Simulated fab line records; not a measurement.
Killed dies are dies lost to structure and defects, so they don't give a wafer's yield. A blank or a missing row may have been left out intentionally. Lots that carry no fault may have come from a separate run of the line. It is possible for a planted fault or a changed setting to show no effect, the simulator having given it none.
The tool behind it: which one?	flow berkeley_cmos170	at 1 step of a route of 331, 7 lots with 21 wafers sampled

## WHAT THE GAUGES SHOWED, per wafer
UCB170_NVT_OVL_MEAS_06.
lot	measured	on	NVT_OVL (nm)
L911	day 6 09:09	overlay-01	-7 1 -1
L914	day 6 20:37	overlay-02	3 5 3
L921	day 8 02:38	overlay-01	-1 -3 -8
L924	day 8 18:17	overlay-02	0 0 4
L926	day 9 04:33	overlay-02	1 0 5
L928	day 9 18:25	overlay-01	9 0 6
L932	day 10 14:44	overlay-02	1 -5 -1

## WHAT TOOL EACH LOT RAN ON (gives the tool, then ch and the chambers of the sampled wafers, and finally the start)
Record: no process step prior to these readings.

## THE ANSWER, worked out from the rows above alone
Rule: the lots themselves supply what counts as usual. Put in order of their means at a reading, lots are off if they are a third of the lots or fewer, leave a main group of 4 or more, and stand apart from it by a gap of 3 or more times the standard deviation of the main group's means; of several such gaps the widest counts. A main group is skipped when, at the precision printed for the reading in the tables above, its means are all equal. A lot without any number at a reading at which 4 lots or more have one is off too. The other lots that the step has rows for count as sound.
Nothing can be told from this: no lot is off at any reading shown.

## WHAT THE SIMULATOR HAD INSERTED
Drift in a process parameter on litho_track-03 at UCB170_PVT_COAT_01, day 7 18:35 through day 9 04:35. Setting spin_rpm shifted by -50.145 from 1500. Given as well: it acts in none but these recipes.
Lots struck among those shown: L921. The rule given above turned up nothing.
